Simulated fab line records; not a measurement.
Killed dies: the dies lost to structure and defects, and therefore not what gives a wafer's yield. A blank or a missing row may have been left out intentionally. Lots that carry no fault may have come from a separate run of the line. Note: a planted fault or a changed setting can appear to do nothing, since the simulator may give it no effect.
Split-lot experiment ; flow rit_cmos ; on a route of 202 steps: 5 lots, 23 wafers read

ON THE SPLIT
At RIT_NLDD_SOFTBAKE_02 (time 60 s), the setting temp_c was moved away from the recipe's 90 C on 10 of the 23 wafers read, by -1.6% to +3.0%. For the rest of the wafers, this setting stayed at what the recipe calls for.

Split to reading: the file shows no intervening step.

THE READING
NOVOLAK_of_NLDD_COAT_01.thk_nm (the simulator's own value, which no gauge read), in nm, at RIT_NLDD_DEVELOP_05 (develop time 50 s). The file does not state a usual value for it. Across the 13 wafers here that went through the recipe, the average is 1000.3 nm and the standard deviation 2.7 nm.

wafer;tool, chamber at the split;temp_c as run, C;against the recipe;NOVOLAK_of_NLDD_COAT_01.thk_nm, nm;against lot-mates on the recipe
L074.1;litho_track-01, 0;90;recipe;1002;-
L074.2;litho_track-01, 0;90;recipe;1001;-
L074.3;litho_track-01, 0;90;recipe;998.9;-
L074.4;litho_track-01, 0;88.53;-1.6%;1006;+5.4
L074.5;litho_track-01, 0;88.53;-1.6%;1006;+5.4
L079.2;litho_track-01, 0;90;recipe;995.3;-
L079.3;litho_track-01, 0;92.69;+3.0%;988;-7.5
L079.4;litho_track-01, 0;92.69;+3.0%;987.7;-7.8
L079.5;litho_track-01, 0;92.69;+3.0%;992.4;-3.1
L079.6;litho_track-01, 0;90;recipe;995.8;-
L080.1;litho_track-03, 0;90;recipe;999.8;-
L080.2;litho_track-03, 0;90;recipe;999.6;-
L080.3;litho_track-03, 0;88.8;-1.3%;1008;+7.9
L080.4;litho_track-03, 0;88.8;-1.3%;1005;+4.9
L080.5;litho_track-03, 0;90;recipe;1001;-
L081.1;litho_track-03, 0;92.4;+2.7%;996.2;-7.8
L081.2;litho_track-03, 0;92.4;+2.7%;998.3;-5.7
L081.3;litho_track-03, 0;92.4;+2.7%;996.9;-7.1
L081.5;litho_track-03, 0;90;recipe;1003;-
L081.6;litho_track-03, 0;90;recipe;1005;-
L082.3;litho_track-04, 0;90;recipe;1003;-
L082.4;litho_track-04, 0;90;recipe;998.3;-
L082.6;litho_track-04, 0;90;recipe;1001;-

FIT RESULTS
A straight line over all 23 wafers: NOVOLAK_of_NLDD_COAT_01.thk_nm changes by -2.89 nm for each +1% of temp_c; r = -0.83; the points scatter about the line by 3.1 nm.
The same after taking each lot's own level away (the mean of its wafers on the recipe; 23 wafers): -2.66 nm for each +1%; r = -0.93; scatter 1.7 nm.
That fit puts the effect of the largest move of temp_c on the reading at 7.9 nm.
Measured against the standard deviation above, the lots' own levels, which go from 995.55 to 1004.00 nm, span 3.2 times it.
The two slopes are in agreement: the lot-to-lot level therefore moves the slope only a little.
Check: with one of the wafers moved furthest among these (+3.0%) left out of the fit, the line predicts -7.3 nm for it against its lot-mates. It came out at -7.55 nm against them.

FURTHER SPLITS ON THESE WAFERS
Note: prior to the reading, these wafers also went through further splits. Each is held against what the fit with the lots' levels taken away leaves over:
other split on the same wafers;wafers away from the commonest value;r with NOVOLAK_of_NLDD_COAT_01.thk_nm (lot level and that fit taken away)
RIT_ACTIVE_COAT_06 spin_rpm;8;-0.16
RIT_ACTIVE_EXPOSE_08 dose_mj;7;-0.10
RIT_NRETRO_COAT_01 resist_thk_nm;7;-0.18
RIT_NRETRO_DEVELOP_05 develop_time_s;8;-0.23
RIT_PRETRO_COAT_01 spin_rpm;7;+0.02
RIT_GATE_CVD_08 time_s;18;+0.10
RIT_GATE_DEVELOP_15 dev_temp_c;11;-0.10

THE FILE'S OWN FIT
NOVOLAK_of_NLDD_COAT_01.thk_nm changes by -2.64 nm for each +1% of temp_c, r = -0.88.
